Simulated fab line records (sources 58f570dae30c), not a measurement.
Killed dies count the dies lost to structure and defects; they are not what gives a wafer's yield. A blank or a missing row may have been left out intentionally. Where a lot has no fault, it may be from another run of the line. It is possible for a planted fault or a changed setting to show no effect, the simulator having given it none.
Lot-split experiment | flow berkeley-cmos170 | 5 lots, 23 wafers read, on a route of 331 steps

SPLIT DETAILS
At UCB170_BACKSIDE_STRIP_03 (strips in O2), the setting power-w was moved away from the recipe's 400 W on 6 of the 23 wafers read, by -8.1% to -6.4%. The other wafers ran this setting at the recipe's value.

The reading is taken at the split's own step.

THE READING
oes-product-au, in a.u., at UCB170_BACKSIDE_STRIP_03 (strips in O2). On this fab line, fault-free wafers typically give 0.735 a.u. with a standard deviation of 0.0049 a.u.

wafer  | tool, chamber at the split | power-w as run, W | against the recipe | oes-product-au, a.u. | against lot-mates on the recipe
L074.1 | plasma-asher-04, 1         | 400               | recipe             | 0.737                | -
L074.2 | plasma-asher-04, 0         | 400               | recipe             | 0.740                | -
L074.3 | plasma-asher-04, 1         | 374.5             | -6.4%              | 0.707                | -0.031
L074.4 | plasma-asher-04, 0         | 374.5             | -6.4%              | 0.708                | -0.030
L074.5 | plasma-asher-04, 1         | 374.5             | -6.4%              | 0.705                | -0.033
L076.1 | plasma-asher-03, 1         | 400               | recipe             | 0.730                | -
L076.2 | plasma-asher-03, 0         | 400               | recipe             | 0.735                | -
L076.4 | plasma-asher-03, 1         | 400               | recipe             | 0.735                | -
L076.5 | plasma-asher-03, 1         | 400               | recipe             | 0.732                | -
L076.6 | plasma-asher-03, 0         | 400               | recipe             | 0.723                | -
L080.1 | plasma-asher-03, 1         | 400               | recipe             | 0.739                | -
L080.2 | plasma-asher-03, 0         | 400               | recipe             | 0.738                | -
L080.6 | plasma-asher-03, 1         | 400               | recipe             | 0.736                | -
L083.1 | plasma-asher-04, 1         | 367.6             | -8.1%              | 0.703                | -0.035
L083.2 | plasma-asher-04, 0         | 400               | recipe             | 0.732                | -
L083.3 | plasma-asher-04, 0         | 367.6             | -8.1%              | 0.705                | -0.033
L083.4 | plasma-asher-04, 1         | 400               | recipe             | 0.745                | -
L083.5 | plasma-asher-04, 1         | 367.6             | -8.1%              | 0.705                | -0.033
L084.1 | plasma-asher-03, 0         | 400               | recipe             | 0.737                | -
L084.2 | plasma-asher-03, 1         | 400               | recipe             | 0.741                | -
L084.4 | plasma-asher-03, 0         | 400               | recipe             | 0.728                | -
L084.5 | plasma-asher-03, 0         | 400               | recipe             | 0.727                | -
L084.6 | plasma-asher-03, 1         | 400               | recipe             | 0.731                | -

FIT RESULTS
A straight line over all 23 wafers: oes-product-au changes by +0.00395 a.u. for each +1% of power-w; r = +0.93; the points scatter about the line by 0.0051 a.u.
The same after taking each lot's own level away (the mean of its wafers on the recipe; 23 wafers): +0.0045 a.u. for each +1%; r = +0.96; scatter 0.0043 a.u.
That fit puts the effect of the largest move of power-w on the reading at 0.036 a.u.
The lots' own levels span 0.7310 to 0.7385 a.u., that is 1.5 times the standard deviation above.
So the lot-to-lot level changes the slope: the two fits differ.
Check: for one of the wafers moved furthest among these (-8.1%), held out of the fit, the line's prediction against its lot-mates is -0.0368 a.u. Against them it came out at -0.0355 a.u.
Tool readings at the split's step, against how far the setting was moved: oes-product-au r = +0.93; strip-time-to-endpoint-s r = -1.00.

ADDITIONAL SPLITS CARRIED BY THESE WAFERS
Other splits were also applied to these wafers ahead of the reading. Each is held against what the fit with the lots' levels taken away leaves over:
other split on the same wafers | wafers away from the commonest value | r with oes-product-au (lot level and that fit taken away)
UCB170_GATE_EXPOSE_09 dose-mj  | 7                                    | -0.02
UCB170_NLDD_EXPOSE_03 dose-mj  | 11                                   | +0.05
UCB170_SPACER_CVD_00 time-s    | 10                                   | +0.24
UCB170_PSD_PEB_04 peb-temp-c   | 11                                   | +0.00

THE WHOLE CHAIN: every reading that the file lists as answering this split, in the file's order
step                     | what it does | reading                  | change (the file's fit)                  | r (the file's)
UCB170_BACKSIDE_STRIP_03 | strips in O2 | oes-product-au           | +0.0045 a.u. for each +1% of the setting | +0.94
UCB170_BACKSIDE_STRIP_03 | strips in O2 | strip-time-to-endpoint-s | withheld for each +1% of the setting     | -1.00

FILE'S OWN FIT
oes-product-au changes by +0.0045 a.u. for each +1% of power-w, r = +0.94.
